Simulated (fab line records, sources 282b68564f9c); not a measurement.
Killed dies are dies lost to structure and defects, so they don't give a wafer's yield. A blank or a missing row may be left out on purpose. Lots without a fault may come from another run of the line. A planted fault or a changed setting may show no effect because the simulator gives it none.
fab line records | flow rit_cmos
record lots=14 wafers=42 last_day=8
route steps=202 shown PLDD@122 M1@202
lots that met no fault: from a run of the same line without faults
start_h: hours from the record's first day to the start of the lot's first wafer shown | wait_h: hours since the lot's step before | " the same as in the row above | L1.1+2: a row that stands for several wafers | - no value, or no start given | * or withheld: withheld | < > ~ a bound
route shown NAME@n: a module of which the file shows steps, and the number in the route of the first | usual: mean/standard deviation of fault-free wafers | same: alike in all rows | chamber/n: place in a boat | sites: the reading at each site | _std_site: their standard deviation | _edge_site: outer sites' mean less inner sites' | radius_mm: how far each site lies from the wafer's centre | mask NAME#n: copy n | behind: the tool/chamber that last shaped the wafer | hold: why the lot was held/for how many hours/how that ended | device: the transistor (n, p or np) that didn't switch | end of line: the same wafers' tests at the end of the route | a step without rows: its recipe alone | killed: dies lost to structure and defects at the first sort, not the wafer's yield | map: a wafer's dies, x killed, . not, _ none there
set.NAME: the setting as run; set.NAME@STEP: as run at that earlier step | model.NAME: the simulator's own value behind a step, which no gauge read
steps of the route over a sample of lots; a table a step, a row a wafer
services: from which hour (start_h, from the record's first day; less than 0 if before it) a tool's chamber was out of use, for how many hours, and why
## steps
# step RIT_PLDD_IMPLANT_08
# recipe species=BF2 energy_kev=20 dose_cm2=9e+14 tilt_deg=7
# usual dose_ions_cm2=8.999e+14/8.7e+11 tilt_deg=7.001/0.022
# columns lot.wafer tool chamber start_h wait_h dose_ions_cm2 tilt_deg
L718.1 implanter-02 0 53.92 0.1 8.997e+14 6.993
L718.4 " 0 " " 9.001e+14 6.980
L718.6 " 0 " " 8.998e+14 6.992
L719.2 implanter-01 0 54.19 0.1 8.997e+14 6.998
L719.3 " 0 " " 9.009e+14 7.002
L719.5 " 0 " " 9.005e+14 7.035
L720.2 implanter-02 0 55.93 0.1 9.01e+14 7.040
L720.4 " 0 " " 8.996e+14 7.026
L720.5 " 0 " " 8.995e+14 6.997
L721.2 implanter-02 0 67.01 0.1 9e+14 7.007
L721.4 " 0 " " 9.006e+14 6.969
L721.6 " 0 " " 9.003e+14 6.973
L722.1 implanter-04 0 68.92 0.1 9.005e+14 7.046
L722.4 " 0 " " 8.999e+14 7.041
L722.5 " 0 " " 8.997e+14 7.024
L723.1 implanter-04 0 74.26 0.1 9.01e+14 7.013
L723.3 " 0 " " 8.998e+14 6.999
L723.6 " 0 " " 9.001e+14 6.989
L724.3 implanter-01 0 80.84 0.1 9.001e+14 7.001
L724.4 " 0 " " 9.003e+14 6.990
L724.5 " 0 " " 8.995e+14 6.991
L726.2 implanter-02 0 86.24 0.1 8.997e+14 6.987
L726.4 " 0 " " 9.003e+14 7.007
L726.6 " 0 " " 8.996e+14 6.986
L729.2 implanter-04 0 99.44 0.1 8.985e+14 7.031
L729.4 " 0 " " 9.009e+14 7.061
L729.6 " 0 " " 9.012e+14 7.032
L733.1 implanter-01 0 131.13 0.1 9.002e+14 7.002
L733.2 " 0 " " 9.002e+14 7.003
L733.3 " 0 " " 8.995e+14 7.004
L733.1 implanter-01 0 131.44 0.3 9.008e+14 6.985
L733.2 " 0 " " 8.997e+14 6.967
L733.3 " 0 " " 8.998e+14 7.004
L735.3 implanter-04 0 145.68 0.1 8.995e+14 7.026
L735.4 " 0 " " 8.991e+14 7.028
L735.5 " 0 " " 8.994e+14 7.012
L735.3 implanter-04 0 145.99 0.3 9.017e+14 6.993
L735.4 " 0 " " 9.013e+14 6.986
L735.5 " 0 " " 9.002e+14 7.016
L739.3 implanter-02 0 166.59 0.1 8.991e+14 6.986
L739.4 " 0 " " 8.989e+14 6.985
L739.6 " 0 " " 8.997e+14 6.960
L740.2 implanter-01 0 174.60 0.1 8.995e+14 6.991
L740.3 " 0 " " 8.991e+14 6.986
L740.6 " 0 " " 9.004e+14 6.991
L741.2 implanter-04 0 181.50 0.1 9.002e+14 6.992
L741.3 " 0 " " 9.004e+14 6.983
L741.5 " 0 " " 9.01e+14 6.999
# step RIT_PLDD_TW_MEAS_10
# usual PLDD_TW=2354/20
# columns lot.wafer tool chamber start_h wait_h PLDD_TW
L718.1 film_metro-03 - 54.25 0.1 2365
L718.4 " - " " 2364
L718.6 " - " " 2384
L719.2 film_metro-04 - 54.50 0.1 2336
L719.3 " - " " 2343
L719.5 " - " " 2328
L720.2 film_metro-04 - 56.24 0.1 2340
L720.4 " - " " 2334
L720.5 " - " " 2335
L721.2 film_metro-04 - 67.32 0.1 2337
L721.4 " - " " 2333
L721.6 " - " " 2339
L722.1 film_metro-04 - 69.25 0.1 2338
L722.4 " - " " 2340
L722.5 " - " " 2343
L723.1 film_metro-02 - 74.58 0.1 2355
L723.3 " - " " 2358
L723.6 " - " " 2361
L724.3 film_metro-02 - 81.14 0.1 2350
L724.4 " - " " 2370
L724.5 " - " " 2363
L726.2 film_metro-02 - 86.55 0.1 2356
L726.4 " - " " 2367
L726.6 " - " " 2345
L729.2 film_metro-04 - 99.75 0.1 2342
L729.4 " - " " 2336
L729.6 " - " " 2333
L733.1 film_metro-04 - 131.77 0.1 2715
L733.2 " - " " 2713
L733.3 " - " " 2741
L735.3 film_metro-02 - 146.29 0.1 2745
L735.4 " - " " 2759
L735.5 " - " " 2736
L739.3 film_metro-03 - 166.88 0.1 2368
L739.4 " - " " 2375
L739.6 " - " " 2361
L740.2 film_metro-02 - 174.91 0.1 2335
L740.3 " - " " 2338
L740.6 " - " " 2339
L741.2 film_metro-04 - 181.81 0.1 2335
L741.3 " - " " 2333
L741.5 " - " " 2325
# step RIT_SDANNEAL_RS_MEAS_06
# recipe thk_meas_gauge=four-point-probe
# usual PLDD_RS=178.8/0.48
# columns lot.wafer tool chamber start_h wait_h PLDD_RS[ohm/sq]
L718.1 film_metro-02 - 60.80 0.1 179.1
L718.4 " - " " 178.5
L718.6 " - " " 178.4
L719.2 film_metro-04 - 61.33 0.1 179.2
L719.3 " - " " 179.4
L719.5 " - " " 179.6
L720.2 film_metro-02 - 63.13 0.1 178.6
L720.4 " - " " 178.6
L720.5 " - " " 178.7
L721.2 film_metro-04 - 73.87 0.1 178.4
L721.4 " - " " 177.8
L721.6 " - " " 177.5
L722.1 film_metro-03 - 75.49 0.1 178.8
L722.4 " - " " 179.7
L722.5 " - " " 178.8
L723.1 film_metro-04 - 80.77 0.1 178.6
L723.3 " - " " 178.8
L723.6 " - " " 178.5
L724.3 film_metro-02 - 87.50 0.1 178.7
L724.4 " - " " 178.5
L724.5 " - " " 178.8
L726.2 film_metro-04 - 92.66 0.1 178.0
L726.4 " - " " 178.7
L726.6 " - " " 178.1
L729.2 film_metro-04 - 106.50 0.1 178.9
L729.4 " - " " 178.6
L729.6 " - " " 178.3
L733.1 film_metro-02 - 140.62 0.1 151.3
L733.2 " - " " 151.5
L733.3 " - " " 152.3
L735.3 film_metro-02 - 152.63 0.1 152.8
L735.4 " - " " 152.1
L735.5 " - " " 152.2
L739.3 film_metro-03 - 173.03 0.1 178.8
L739.4 " - " " 179.5
L739.6 " - " " 179.1
L740.2 film_metro-03 - 181.76 0.1 179.0
L740.3 " - " " 179.1
L740.6 " - " " 178.9
L741.2 film_metro-04 - 188.06 0.1 177.9
L741.3 " - " " 178.2
L741.5 " - " " 178.1
# step RIT_M1_PROBE_99
# usual killed_at_contacts=0.0/0.22 killed_at_front_end=6.6/2.7 killed_dies=6.7/2.7 killed_open=3.4/2 killed_short=3.2/1.8
# same gross_dies=264 killed_at_M0_to_M3=0 killed_at_M4_up=0 killed_at_back_side=0 killed_at_other=0
# columns lot.wafer tool chamber start_h wait_h killed_at_contacts killed_at_front_end killed_dies killed_open killed_short
L733.1 prober-01 - 147.86 0.1 0 6 6 2 4
L733.2 prober-01 - 147.91 0.1 0 3 3 2 1
L733.3 prober-01 - 147.96 0.2 0 7 7 2 5
L735.3 prober-01 - 160.91 0.2 0 5 5 3 2
L735.4 prober-01 - 160.96 0.2 0 5 5 2 3
L735.5 prober-01 - 161.01 0.2 0 5 5 2 3
# killed by level:class
L733.1 REOX:geometric_particle:short=2 GATE:geometric_particle:short=1 GATE:geometric_particle:open=1 SPACER:geometric_particle:short=1 STARTING-WAFER:geometric_particle:open=1
L733.2 FOX1:geometric_particle:open=1 FOX2:geometric_particle:open=1 GATE:geometric_particle:short=1
L733.3 FOX2:geometric_particle:short=3 FOX2:geometric_particle:open=1 REOX:geometric_particle:open=1 REOX:geometric_particle:short=1 SILICIDE:geometric_particle:short=1
L735.3 REOX:geometric_particle:open=3 GATE:geometric_particle:short=1 SPACER:geometric_particle:short=1
L735.4 FOX2:geometric_particle:short=2 GATE:geometric_particle:open=2 REOX:geometric_particle:short=1
L735.5 FOX1:geometric_particle:open=2 FOX1:geometric_particle:short=1 GATE:geometric_particle:short=1 SPACER:geometric_particle:short=1
## services
# columns tool chamber start_h hours kind
implanter-01 - 70.07 1.7 repair
implanter-04 - 87.31 2.3 repair
implanter-04 - 171.25 2.4 repair
implanter-02 - 177.92 5.7 pm
## key
first_sign step=RIT_PLDD_IMPLANT_08 reading=visit direction=added
effect step=RIT_PLDD_TW_MEAS_10 reading=PLDD_TW direction=up sigmas=19 usual=2354 struck=2735
effect step=RIT_SDANNEAL_RS_MEAS_06 reading=PLDD_RS direction=down sigmas=55 usual=178.8 struck=152.0
met_at RIT_PLDD_IMPLANT_08
struck_lots L733,L735
tester_left_out L733,L735
fault kind=repeated_step_whole tool=implanter-01,implanter-02,implanter-04 chamber=- onset_h=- steps=RIT_PLDD_IMPLANT_08 times=1 scope=struck_lots_only
# tester_left_out: of these lots the tester's yield and bins aren't shown, on N5 and GAA mostly nor the transistor test; their killed dies are dies lost to structure and defects alone, not to doping, threshold or leakage, so they don't give the yield
